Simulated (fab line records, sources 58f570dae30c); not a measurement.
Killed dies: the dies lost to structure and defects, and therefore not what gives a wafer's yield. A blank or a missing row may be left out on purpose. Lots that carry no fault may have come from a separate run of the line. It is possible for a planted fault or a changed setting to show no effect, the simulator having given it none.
fab line records	flow berkeley_cmos170
[record] lots = 5	wafers = 23
route steps=331 shown NWELL@15 ACTIVE@62 FIELD@90 PVT@123 NLDD@167 NSD@190 SDANNEAL@205 SILICIDE@211 CONTACT@226
start_h: hours from the record's first day to the start of the lot's first wafer shown	wait_h: hours from the lot's prior step to this one	" as in the row above	L1.1+2: a single row standing in for several wafers	- value missing, or start not given	* or withheld: withheld	< > ~ a bound
route shown NAME@n: names a module that has steps shown in the file, with the first one's number in the route	usual: average and standard deviation across the fault-free wafers	same: alike in all rows	chamber/n: place in a boat	sites: the reading at each site	_std_site: the standard deviation of these	_edge_site: inner sites' mean taken away from outer sites' mean	radius_mm: for every site, how far away it sits from the centre of the wafer	mask NAME#n: copy n	behind: tool/chamber where the wafer was last shaped	hold: why the lot went on hold/how many hours it stayed there/how the hold came to an end	device: transistor that didn't switch, given as n, p or np	end of line: at the end of the route, the tests of the same wafers	step lacking rows: just its recipe	killed: not the wafer's yield, but the dies lost to structure and defects at the first sort	map: shows each die of a wafer: x if killed, . if not, _ if none is there
set.NAME: the run value of the setting; set.NAME@STEP: its run value at that earlier step	model.NAME: the simulator's own value behind a step, which no gauge read
lots where settings were altered on purpose, with a table for each step and a row for each wafer
[[steps]]
[step UCB170_NWELL_OXIDATION_01]
[recipe] temp_c = 1000	ambient = O2	target_thk_a = 264	ox_time_s = 1260
lot.wafer	tool	chamber	start_h	wait_h	set.temp_c	model.SiO2_of_NWELL_OXIDATION_01.thk_nm
L074.1	-	-	-	2.2	989	23.45
L074.3	"	-	"	"	989	24.06
L074.4	"	-	"	"	989	23.71
L074.5	"	-	"	"	989	23.69
L074.6	"	-	"	"	989	23.68
L082.2	-	-	-	2.6	1022	31.91
L082.3	"	-	"	"	1022	32.3
L082.4	"	-	"	"	1022	32.29
L082.5	"	-	"	"	1022	32.17
L082.6	"	-	"	"	1022	32.23
L083.1	-	-	-	2.4	1027	33.42
L083.2	"	-	"	"	1027	33.08
L083.4	"	-	"	"	1027	32.79
L083.5	"	-	"	"	1027	32.86
L083.6	"	-	"	"	1027	32.87
L084.3	furnace-02	0	72.93	1.4	1000	25.51
L084.5	"	0	"	"	1000	25.15
L084.6	"	0	"	"	1000	25.39
L085.1	-	-	-	2.6	1015	28.68
L085.3	"	-	"	"	1015	29.07
L085.4	"	-	"	"	1015	28.54
L085.5	"	-	"	"	1015	28.99
L085.6	"	-	"	"	1015	29.51
[step UCB170_NWELL_THK_MEAS_02]
[recipe] reads = SiO2_of_NWELL_OXIDATION_01
[usual] NWELL_OXIDE_THK = 25.9/0.57
lot.wafer	tool	chamber	start_h	wait_h	set.temp_c@NWELL_OXIDATION_01	NWELL_OXIDE_THK[nm]
L074.1	film_metro-02	-	-	-	989	23.5
L074.3	"	-	"	"	989	24.1
L074.4	"	-	"	"	989	23.7
L074.5	"	-	"	"	989	23.7
L074.6	"	-	"	"	989	23.7
L082.2	film_metro-01	-	-	-	1022	31.9
L082.3	"	-	"	"	1022	32.3
L082.4	"	-	"	"	1022	32.3
L082.5	"	-	"	"	1022	32.2
L082.6	"	-	"	"	1022	32.2
L083.1	film_metro-03	-	-	-	1027	33.4
L083.2	"	-	"	"	1027	33.1
L083.4	"	-	"	"	1027	32.8
L083.5	"	-	"	"	1027	32.8
L083.6	"	-	"	"	1027	32.9
L084.3	film_metro-03	-	74.30	0.0	1000	25.5
L084.5	"	-	"	"	1000	25.2
L084.6	"	-	"	"	1000	25.4
L085.1	film_metro-03	-	-	-	1015	28.7
L085.3	"	-	"	"	1015	29.0
L085.4	"	-	"	"	1015	28.5
L085.5	"	-	"	"	1015	29.0
L085.6	"	-	"	"	1015	29.6
[step UCB170_NWELL_PEB_10]
[recipe] peb_temp_c = 130	peb_time_s = withheld	resist = KrF
lot.wafer	tool	chamber	start_h	wait_h	set.peb_temp_c
L074.1+3+6	litho_track-04	0	30.05	0.1	130
L074.4+5	"	0	"	"	127.6
L082.2+3+6	litho_track-02	0	69.78	0.4	132.1
L082.4+5	"	0	"	"	130
L083.1+4	litho_track-02	0	77.00	0.2	133.5
L083.2+5+6	"	0	"	"	130
L084.3+5+6	litho_track-01	0	81.02	0.1	130
L085.1+3+5	litho_track-02	0	85.95	0.2	128.3
L085.4+6	"	0	"	"	130
[step UCB170_NWELL_DEVELOP_11]
[recipe] developer = TMAH	develop_time_s = 45	resist = KrF	dev_temp_c = 21
[step UCB170_NWELL_ETCH_13]
[recipe] chemistry = CH3F/Ar/O2	target = Si3N4	stop_on = SiO2	CH3F_flow_sccm = 20	Ar_flow_sccm = 50	O2_flow_sccm = 7	pressure_mtorr = 50	rf_w = 450	target_depth_a = 2464	over_etch_frac = 0.1	time_s = 154
lot.wafer	tool	chamber	start_h	wait_h	set.peb_temp_c@NWELL_PEB_10	model.NWELL.cd_nm
L074.1+6	rie_diel-02	2	30.36	0.0	130	3000
L074.3	"	0	"	"	130	3001
L074.4+5	"	3,1	"	"	127.6	2982
L082.2+3+6	rie_diel-04	1,3,1	70.06	0.0	132.1	3015
L082.4	"	0	"	"	130	3003
L082.5	"	2	"	"	130	3002
L083.1	rie_diel-04	2	77.31	0.0	133.5	3022
L083.2+5	"	3,0	"	"	130	3001
L083.4	"	0	"	"	133.5	3021
L083.6	"	1	"	"	130	3000
L084.3	rie_diel-02	0	81.28	0.0	130	2999
L084.5	"	2	"	"	130	3000
L084.6	"	3	"	"	130	3001
L085.1	rie_diel-02	1	86.26	0.0	128.3	2989
L085.3	"	0	"	"	128.3	2990
L085.4	"	3	"	"	130	3002
L085.5	"	3	"	"	128.3	2988
L085.6	"	0	"	"	130	3001
[step UCB170_ACTIVE_OXIDATION_02]
[recipe] temp_c = 1000	ambient = O2	target_thk_a = 264	ox_time_s = 1260
lot.wafer	tool	chamber	start_h	wait_h	set.ox_time_s	model.SiO2_of_ACTIVE_OXIDATION_02.thk_nm
L074.1	-	-	-	2.3	1390	28.23
L074.3	"	-	"	"	1390	28.04
L074.4	"	-	"	"	1390	28.33
L074.5	"	-	"	"	1390	28.02
L074.6	"	-	"	"	1390	27.92
L082.2	-	-	-	3.3	1260	27.22
L082.3	"	-	"	"	1260	26.98
L082.4	"	-	"	"	1260	27.06
L082.5	"	-	"	"	1260	26.66
L082.6	"	-	"	"	1260	27.05
L083.1	-	-	-	1.2	1260	25.77
L083.2	"	-	"	"	1260	25.63
L083.4	"	-	"	"	1260	25.69
L083.5	"	-	"	"	1260	25.36
L083.6	"	-	"	"	1260	25.55
L084.3	furnace-04	0	119.42	3.9	1260	25.99
L084.5	"	0	"	"	1260	26.68
L084.6	"	0	"	"	1260	25.89
L085.1	-	-	-	1.3	1184	25.66
L085.3+6	"	-	"	"	1184	25.64
L085.4	"	-	"	"	1184	25.57
L085.5	"	-	"	"	1184	25.48
[step UCB170_FIELD_OXIDATION_01]
[recipe] temp_c = 1000	ambient = H2O	p_h2o_torr = 584.62	target_thk_a = 5583	ox_time_s = 7200
lot.wafer	tool	chamber	start_h	wait_h	set.ox_time_s	model.SiO2_of_FIELD_OXIDATION_01.thk_nm
L074.1	-	-	-	1.7	7200	555.8
L074.3	"	-	"	"	7200	547.3
L074.4	"	-	"	"	7200	549.8
L074.5	"	-	"	"	7200	555.2
L074.6	"	-	"	"	7200	557.1
L082.2	-	-	-	1.8	6519	546.5
L082.3	"	-	"	"	6519	538.7
L082.4	"	-	"	"	6519	533.9
L082.5	"	-	"	"	6519	547.1
L082.6	"	-	"	"	6519	544.8
L083.1	-	-	-	1.8	8232	615.3
L083.2	"	-	"	"	8232	617.5
L083.4	"	-	"	"	8232	621
L083.5	"	-	"	"	8232	612.4
L083.6	"	-	"	"	8232	609.1
L084.3	furnace-01	0	132.19	2.2	7200	554.6
L084.5	"	0	"	"	7200	553.6
L084.6	"	0	"	"	7200	548.3
L085.1	-	-	-	2.6	7594	566.3
L085.3	"	-	"	"	7594	566.1
L085.4	"	-	"	"	7594	571.4
L085.5	"	-	"	"	7594	575
L085.6	"	-	"	"	7594	560.6
[step UCB170_PVT_STRIP_08]
[recipe] chemistry = O2	power_w = 400	pressure_mtorr = 3500	platen_temp_c = withheld	o2_flow_sccm = 400	overash_fraction = 0.5
[usual] strip_time_to_endpoint_s = 21.65/0.053
lot.wafer	tool	chamber	start_h	wait_h	set.o2_flow_sccm	strip_time_to_endpoint_s
L074.1	plasma_asher-01	0	103.17	0.1	400	21.72
L074.3	"	0	"	"	443.9	21.36
L074.4	"	1	"	"	443.9	21.37
L074.5	"	0	"	"	400	21.74
L074.6	"	1	"	"	443.9	21.35
L082.2	plasma_asher-02	0	147.34	0.1	373.1	21.88
L082.3	"	1	"	"	373.1	21.86
L082.4	"	0	"	"	400	21.64
L082.5	"	1	"	"	400	21.66
L082.6	"	0	"	"	373.1	21.93
L083.1	plasma_asher-01	1	147.73	0.1	366.2	21.86
L083.2	"	0	"	"	400	21.64
L083.4	"	0	"	"	366.2	21.84
L083.5	"	1	"	"	366.2	21.89
L083.6	"	0	"	"	400	21.63
L084.3	plasma_asher-04	1	158.85	0.1	400	21.65
L084.5	"	0	"	"	400	21.61
L084.6	"	1	"	"	400	21.61
L085.1	plasma_asher-04	0	169.85	0.1	400	21.63
L085.3	"	0	"	"	400	21.63
L085.4	"	1	"	"	400	21.61
L085.5	"	1	"	"	400	21.61
L085.6	"	0	"	"	400	21.61
[step UCB170_NLDD_IMPLANT_09]
[recipe] species = As	dose_cm2 = 5e+13	energy_kev = 30	tilt_deg = 7	rotation_deg = 180
lot.wafer	tool	chamber	start_h	wait_h	set.energy_kev	model.implant.rp_nm	model.implant.drp_nm
L074.1+3	implanter-04	0	118.84	0.1	30	21.25	9.611
L074.4+5+6	"	0	"	"	30.94	21.76	9.83
L082.2+3	implanter-03	0	164.52	0.1	30	21.01	9.611
L082.4+5+6	"	0	"	"	28.38	20.14	9.231
L083.1+5+6	implanter-04	0	164.88	0.1	31.4	22.13	9.938
L083.2+4	"	0	"	"	30	21.37	9.611
L084.3+5+6	implanter-04	0	174.73	0.1	30	20.74	9.611
L085.1+4	implanter-01	0	186.85	0.1	31.24	21.38	9.901
L085.3+5+6	"	0	"	"	30	20.72	9.611
[step UCB170_NSD_EXPOSE_03]
[recipe] mask_id = NSELECT_MOD	na = 0.5	sigma_outer = 0.6	source_shape = conventional	target_cd_nm = 1200	dose_mj = 30
lot.wafer	tool	chamber	start_h	wait_h	mask	set.dose_mj
L074.1+3+5	krf_scanner-01	0	124.97	0.2	NSELECT_MOD#0	28.13
L074.4+6	"	0	"	"	NSELECT_MOD#0	30
L082.2+4+5	krf_scanner-02	0	171.44	0.2	NSELECT_MOD#0	31.25
L082.3+6	"	0	"	"	NSELECT_MOD#0	30
L083.1+2+5	krf_scanner-01	0	171.66	0.3	NSELECT_MOD#0	28.04
L083.4+6	"	0	"	"	NSELECT_MOD#0	30
L084.3+5+6	krf_scanner-02	0	183.02	0.2	NSELECT_MOD#0	30
L085.1+3+6	krf_scanner-02	0	194.63	0.1	NSELECT_MOD#0	30
L085.4+5	"	0	"	"	NSELECT_MOD#0	31.06
[step UCB170_NSD_PEB_04]
[recipe] peb_temp_c = 130	peb_time_s = withheld	resist = KrF
[step UCB170_NSD_DEVELOP_05]
[recipe] developer = TMAH	develop_time_s = 45	resist = KrF	dev_temp_c = 21
[step UCB170_NSD_CD_MEAS_06]
[recipe] target_cd_nm = 1200
[usual] cd_nm = 1199.8/1.2
lot.wafer	tool	chamber	start_h	wait_h	set.dose_mj@NSD_EXPOSE_03	cd_nm
L074.1	cd_sem-01	-	125.64	-	28.13	1190.6
L074.3	"	-	"	"	28.13	1189.7
L074.4	"	-	"	"	30	1201.4
L074.5	"	-	"	"	28.13	1189.8
L074.6	"	-	"	"	30	1200.8
L082.2	cd_sem-02	-	171.93	-	31.25	1205.6
L082.3	"	-	"	"	30	1200.2
L082.4	"	-	"	"	31.25	1207.4
L082.5	"	-	"	"	31.25	1207.7
L082.6	"	-	"	"	30	1198.5
L083.1	cd_sem-02	-	172.46	-	28.04	1187.9
L083.2	"	-	"	"	28.04	1189.0
L083.4	"	-	"	"	30	1201.3
L083.5	"	-	"	"	28.04	1189.3
L083.6	"	-	"	"	30	1202.7
L084.3	cd_sem-02	-	184.19	-	30	1198.8
L084.5	"	-	"	"	30	1199.9
L084.6	"	-	"	"	30	1200.1
L085.1	cd_sem-01	-	195.03	-	30	1199.2
L085.3	"	-	"	"	30	1198.6
L085.4	"	-	"	"	31.06	1204.9
L085.5	"	-	"	"	31.06	1204.7
L085.6	"	-	"	"	30	1199.1
[step UCB170_NSD_IMPLANT_08]
[recipe] species = P	dose_cm2 = 3e+15	energy_kev = 40	tilt_deg = 7
lot.wafer	tool	chamber	start_h	wait_h	set.energy_kev	model.implant.rp_nm	model.implant.drp_nm
L074.1+4	implanter-04	0	125.79	0.0	41.12	49.33	21.66
L074.3+5+6	"	0	"	"	40	48	21.16
L082.2+6	implanter-02	0	172.09	0.0	40	49.24	21.16
L082.3+4+5	"	0	"	"	38.4	47.31	20.43
L083.1+2	implanter-04	0	172.62	0.0	41.26	48.84	21.72
L083.4+5+6	"	0	"	"	40	47.37	21.16
L084.3+5+6	implanter-02	0	184.35	0.1	40	49.02	21.16
L085.1+5	implanter-01	0	195.18	0.0	40.67	47.55	21.46
L085.3+4+6	"	0	"	"	40	46.78	21.16
[step UCB170_NSD_STRIP_09]
[recipe] chemistry = O2	power_w = 400	pressure_mtorr = 3500	platen_temp_c = withheld	o2_flow_sccm = 400	overash_fraction = 0.5
[usual] strip_time_to_endpoint_s = 35.79/0.051
lot.wafer	tool	chamber	start_h	wait_h	set.energy_kev@NSD_IMPLANT_08	strip_time_to_endpoint_s
L074.1	plasma_asher-03	1	125.94	0.1	41.12	36.15
L074.3	"	1	"	"	40	35.82
L074.4	"	0	"	"	41.12	36.18
L074.5	"	1	"	"	40	35.70
L074.6	"	0	"	"	40	35.71
L082.2	plasma_asher-04	1	172.22	0.1	40	35.76
L082.3	"	0	"	"	38.4	35.29
L082.4	"	1	"	"	38.4	35.18
L082.5	"	0	"	"	38.4	35.23
L082.6	"	1	"	"	40	35.77
L083.1	plasma_asher-03	1	172.77	0.1	41.26	36.28
L083.2	"	0	"	"	41.26	36.19
L083.4	"	0	"	"	40	35.77
L083.5	"	0	"	"	40	35.73
L083.6	"	1	"	"	40	35.86
L084.3	plasma_asher-01	1	184.49	0.1	40	35.81
L084.5	"	0	"	"	40	35.80
L084.6	"	1	"	"	40	35.79
L085.1	plasma_asher-03	0	195.33	0.1	40.67	35.97
L085.3	"	1	"	"	40	35.78
L085.4	"	0	"	"	40	35.78
L085.5	"	1	"	"	40.67	36.00
L085.6	"	0	"	"	40	35.76
[step UCB170_NSD_CLEAN_11]
[recipe] chemistry = SPM	temp_c = 120	time_s = 600
[step UCB170_SDANNEAL_RTA_01]
[recipe] temp_c = 1050	time_s = 5	ambient = N2
[step UCB170_SDANNEAL_RS_MEAS_03]
[recipe] thk_meas_gauge = four-point-probe
[usual] NSD_RS = 37.26/0.084
lot.wafer	tool	chamber	start_h	wait_h	set.energy_kev@NSD_IMPLANT_08	NSD_RS[ohm/sq]
L074.1	film_metro-02	-	127.25	0.1	41.12	37.05
L074.3	"	-	"	"	40	37.25
L074.4	"	-	"	"	41.12	37.02
L074.5	"	-	"	"	40	37.25
L074.6	"	-	"	"	40	37.38
L082.2	film_metro-04	-	173.92	0.1	40	37.28
L082.3	"	-	"	"	38.4	37.74
L082.4	"	-	"	"	38.4	37.71
L082.5	"	-	"	"	38.4	37.78
L082.6	"	-	"	"	40	37.21
L083.1	film_metro-02	-	174.45	0.1	41.26	36.80
L083.2	"	-	"	"	41.26	36.78
L083.4	"	-	"	"	40	37.25
L083.5	"	-	"	"	40	37.21
L083.6	"	-	"	"	40	37.20
L084.3	film_metro-02	-	186.00	0.1	40	37.15
L084.5	"	-	"	"	40	37.20
L084.6	"	-	"	"	40	37.16
L085.1	film_metro-01	-	196.70	0.1	40.67	37.18
L085.3	"	-	"	"	40	37.36
L085.4	"	-	"	"	40	37.34
L085.5	"	-	"	"	40.67	37.16
L085.6	"	-	"	"	40	37.42
[step UCB170_SILICIDE_SPUTTER_01]
[recipe] material = Ti	target_thk_nm = 30	time_s = 25	power_w = 1500	chamber_pressure_pa = 0.5
lot.wafer	tool	chamber	start_h	wait_h	set.time_s	model.Ti_of_SILICIDE_SPUTTER_01.thk_nm
L074.1	pvd_sputter-01	-	127.68	0.0	23.3	27.85
L074.3	"	-	"	"	23.3	27.61
L074.4	"	-	"	"	25	29.96
L074.5	"	-	"	"	25	30
L074.6	"	-	"	"	23.3	27.65
L082.2	pvd_sputter-03	-	174.33	0.0	25	30.15
L082.3	"	-	"	"	23.79	28.37
L082.4	"	-	"	"	25	29.84
L082.5	"	-	"	"	23.79	28.43
L082.6	"	-	"	"	23.79	28.52
L083.1+4	pvd_sputter-01	-	174.88	0.0	25	29.63
L083.2	"	-	"	"	23.49	27.59
L083.5	"	-	"	"	23.49	27.51
L083.6	"	-	"	"	23.49	27.84
L084.3	pvd_sputter-04	-	186.38	0.0	25	30.67
L084.5	"	-	"	"	25	30.24
L084.6	"	-	"	"	25	30.65
L085.1	pvd_sputter-01	-	197.13	0.0	25	29.56
L085.3	"	-	"	"	25	29.51
L085.4	"	-	"	"	25	29.66
L085.5	"	-	"	"	21.82	25.76
L085.6	"	-	"	"	21.82	25.74
[step UCB170_SILICIDE_RS_MEAS_02]
[recipe] thk_meas_gauge = four-point-probe	reads = Ti_of_SILICIDE_SPUTTER_01
[usual] SILICIDE_TI_RS = 26.2/0.33
lot.wafer	tool	chamber	start_h	wait_h	set.time_s@SILICIDE_SPUTTER_01	SILICIDE_TI_RS[ohm/sq]
L074.1	film_metro-03	-	127.71	0.0	23.3	28.4
L074.3	"	-	"	"	23.3	28.7
L074.4	"	-	"	"	25	26.1
L074.5	"	-	"	"	25	26.1
L074.6	"	-	"	"	23.3	28.6
L082.2	film_metro-03	-	174.39	0.0	25	25.9
L082.3	"	-	"	"	23.79	27.9
L082.4	"	-	"	"	25	26.2
L082.5	"	-	"	"	23.79	27.8
L082.6	"	-	"	"	23.79	27.7
L083.1	film_metro-04	-	174.91	0.0	25	26.6
L083.2	"	-	"	"	23.49	28.8
L083.4	"	-	"	"	25	26.5
L083.5	"	-	"	"	23.49	29.0
L083.6	"	-	"	"	23.49	28.5
L084.3	film_metro-04	-	186.45	0.1	25	25.5
L084.5	"	-	"	"	25	25.9
L084.6	"	-	"	"	25	25.5
L085.1	film_metro-04	-	197.16	0.0	25	26.6
L085.3	"	-	"	"	25	26.6
L085.4	"	-	"	"	25	26.5
L085.5	"	-	"	"	21.82	31.2
L085.6	"	-	"	"	21.82	31.2
[step UCB170_SILICIDE_THK_MEAS_03]
[recipe] thk_meas_gauge = xrf	reads = Ti_of_SILICIDE_SPUTTER_01
[usual] SILICIDE_TI_THK = 30.7/0.39
lot.wafer	tool	chamber	start_h	wait_h	set.time_s@SILICIDE_SPUTTER_01	SILICIDE_TI_THK[nm]
L074.1	film_metro-03	-	127.83	0.1	23.3	28.9
L074.3	"	-	"	"	23.3	28.4
L074.4	"	-	"	"	25	30.8
L074.5	"	-	"	"	25	30.8
L074.6	"	-	"	"	23.3	28.4
L082.2	film_metro-03	-	174.50	0.1	25	31.2
L082.3	"	-	"	"	23.79	29.4
L082.4	"	-	"	"	25	30.8
L082.5	"	-	"	"	23.79	29.4
L082.6	"	-	"	"	23.79	29.5
L083.1	film_metro-04	-	175.03	0.1	25	30.5
L083.2	"	-	"	"	23.49	28.4
L083.4	"	-	"	"	25	30.5
L083.5	"	-	"	"	23.49	28.2
L083.6	"	-	"	"	23.49	28.5
L084.3	film_metro-04	-	186.55	0.1	25	31.7
L084.5	"	-	"	"	25	31.3
L084.6	"	-	"	"	25	31.6
L085.1	film_metro-04	-	197.28	0.1	25	30.3
L085.3	"	-	"	"	25	30.2
L085.4	"	-	"	"	25	30.4
L085.5	"	-	"	"	21.82	26.4
L085.6	"	-	"	"	21.82	26.3
[step UCB170_CONTACT_COAT_10]
[recipe] resist = KrF	spin_rpm = 1500	resist_thk_nm = 900
lot.wafer	tool	chamber	start_h	wait_h	set.resist_thk_nm	model.KrF_of_CONTACT_COAT_10.thk_nm
L074.1	litho_track-01	0	-	-	900	902
L074.3	"	0	"	"	900	904
L074.4	"	0	"	"	900	898
L074.5	"	0	"	"	900	900.4
L074.6	"	0	"	"	900	900.7
L083.1	litho_track-02	0	-	-	930.5	930.5
L083.2	"	0	"	"	900	902.3
L083.4	"	0	"	"	930.5	930.7
L083.5	"	0	"	"	930.5	932.8
L083.6	"	0	"	"	900	901.2
L082.2+5	litho_track-01	0	-	-	900	900.1
L082.3+6	"	0	"	"	864.6	866.2
L082.4	"	0	"	"	864.6	866.9
L084.3	litho_track-02	0	-	-	900	898.1
L084.5	"	0	"	"	900	897.8
L084.6	"	0	"	"	900	896.5
L085.1	litho_track-01	0	-	-	900	901.2
L085.3	"	0	"	"	900	900.6
L085.4	"	0	"	"	900	902.8
L085.5	"	0	"	"	900	901.6
L085.6	"	0	"	"	900	902.3
[step UCB170_CONTACT_SOFTBAKE_11]
[recipe] resist = KrF	temp_c = 130	time_s = 57.71
[step UCB170_CONTACT_EXPOSE_12]
[recipe] mask_id = CONT	target_cd_nm = 700	na = 0.5	sigma_outer = 0.6	source_shape = conventional	dose_mj = 35
[step UCB170_CONTACT_ETCH_17]
[recipe] chemistry = N2/H2	target_depth_a = withheld	overetch_a = withheld	target = BARC	time_s = withheld	source_w = 500	bias_w = 100	pressure_mtorr = 30	n2_flow_sccm = 100	h2_flow_sccm = 200
[step UCB170_CONTACT_ETCH_18]
[recipe] chemistry = CHF3/CF4/Ar	target = PSG	stop_on = TiSi2	CHF3_flow_sccm = 45	cf4_flow_sccm = 15	Ar_flow_sccm = 150	pressure_mtorr = 200	rf_w = 700	target_depth_a = 8400	over_etch_frac = 0.2	time_s = 195
lot.wafer	tool	chamber	start_h	wait_h	set.resist_thk_nm@CONTACT_COAT_10	model.KrF_of_CONTACT_COAT_10.thk_nm
L074.1	rie_diel-01	0	-	-	900	690.4
L074.3	"	3	"	"	900	688.6
L074.4	"	2	"	"	900	693.3
L074.5	"	0	"	"	900	689
L074.6	"	1	"	"	900	689.6
L083.1	rie_diel-01	1	-	-	930.5	720.7
L083.2	"	2	"	"	900	696.5
L083.4	"	0	"	"	930.5	716.7
L083.5	"	0	"	"	930.5	718.9
L083.6	"	3	"	"	900	689.4
L082.2	rie_diel-03	1	-	-	900	690.7
L082.3	"	3	"	"	864.6	660.6
L082.4	"	0	"	"	864.6	663.9
L082.5	"	1	"	"	900	689.2
L082.6	"	2	"	"	864.6	664.4
L084.3	rie_diel-01	3	-	-	900	684
L084.5	"	0	"	"	900	681.1
L084.6	"	1	"	"	900	683
L085.1	rie_diel-01	3	-	-	900	688.6
L085.3	"	1	"	"	900	690.2
L085.4	"	2	"	"	900	700
L085.5	"	3	"	"	900	689.7
L085.6	"	2	"	"	900	696.4
[[key]]
[split] step = UCB170_NWELL_OXIDATION_01	setting = temp_c	stated = 1000	by = lot
[response] step = UCB170_NWELL_OXIDATION_01	reading = model.SiO2_of_NWELL_OXIDATION_01.thk_nm	change = +2.52	per = 1%	r = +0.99
[response] step = UCB170_NWELL_THK_MEAS_02	reading = NWELL_OXIDE_THK	change = +2.52	per = 1%	r = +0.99
[split] step = UCB170_NWELL_PEB_10	setting = peb_temp_c	stated = 130	by = wafer
[response] step = UCB170_NWELL_ETCH_13	reading = model.NWELL.cd_nm	change = +8.47	per = 1%	r = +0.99
[split] step = UCB170_ACTIVE_OXIDATION_02	setting = ox_time_s	stated = 1260	by = lot
[response] step = UCB170_ACTIVE_OXIDATION_02	reading = model.SiO2_of_ACTIVE_OXIDATION_02.thk_nm	change = +0.158	per = 1%	r = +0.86
[split] step = UCB170_FIELD_OXIDATION_01	setting = ox_time_s	stated = 7200	by = lot
[response] step = UCB170_FIELD_OXIDATION_01	reading = model.SiO2_of_FIELD_OXIDATION_01.thk_nm	change = +3.07	per = 1%	r = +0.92
[split] step = UCB170_PVT_STRIP_08	setting = o2_flow_sccm	stated = 400	by = wafer
[response] step = UCB170_PVT_STRIP_08	reading = strip_time_to_endpoint_s	change = *	per = 1%	r = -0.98
[split] step = UCB170_NLDD_IMPLANT_09	setting = energy_kev	stated = 30	by = wafer
[response] step = UCB170_NLDD_IMPLANT_09	reading = model.implant.rp_nm	change = +0.161	per = 1%	r = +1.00
[response] step = UCB170_NLDD_IMPLANT_09	reading = model.implant.drp_nm	change = +0.0702	per = 1%	r = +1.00
[split] step = UCB170_NSD_EXPOSE_03	setting = dose_mj	stated = 30	by = wafer
[response] step = UCB170_NSD_CD_MEAS_06	reading = cd_nm	change = +1.86	per = 1%	r = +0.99
[split] step = UCB170_NSD_IMPLANT_08	setting = energy_kev	stated = 40	by = wafer
[response] step = UCB170_NSD_IMPLANT_08	reading = model.implant.rp_nm	change = +0.474	per = 1%	r = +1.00
[response] step = UCB170_NSD_IMPLANT_08	reading = model.implant.drp_nm	change = +0.18	per = 1%	r = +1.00
[response] step = UCB170_NSD_STRIP_09	reading = strip_time_to_endpoint_s	change = *	per = 1%	r = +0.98
[response] step = UCB170_SDANNEAL_RS_MEAS_03	reading = NSD_RS	change = -0.121	per = 1%	r = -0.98
[split] step = UCB170_SILICIDE_SPUTTER_01	setting = time_s	stated = 25	by = wafer
[response] step = UCB170_SILICIDE_SPUTTER_01	reading = model.Ti_of_SILICIDE_SPUTTER_01.thk_nm	change = +0.312	per = 1%	r = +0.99
[response] step = UCB170_SILICIDE_RS_MEAS_02	reading = SILICIDE_TI_RS	change = -0.367	per = 1%	r = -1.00
[response] step = UCB170_SILICIDE_THK_MEAS_03	reading = SILICIDE_TI_THK	change = +0.322	per = 1%	r = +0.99
[split] step = UCB170_CONTACT_COAT_10	setting = resist_thk_nm	stated = 900	by = wafer
[response] step = UCB170_CONTACT_COAT_10	reading = model.KrF_of_CONTACT_COAT_10.thk_nm	change = +8.64	per = 1%	r = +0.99
[response] step = UCB170_CONTACT_ETCH_18	reading = model.KrF_of_CONTACT_COAT_10.thk_nm	change = +7.19	per = 1%	r = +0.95
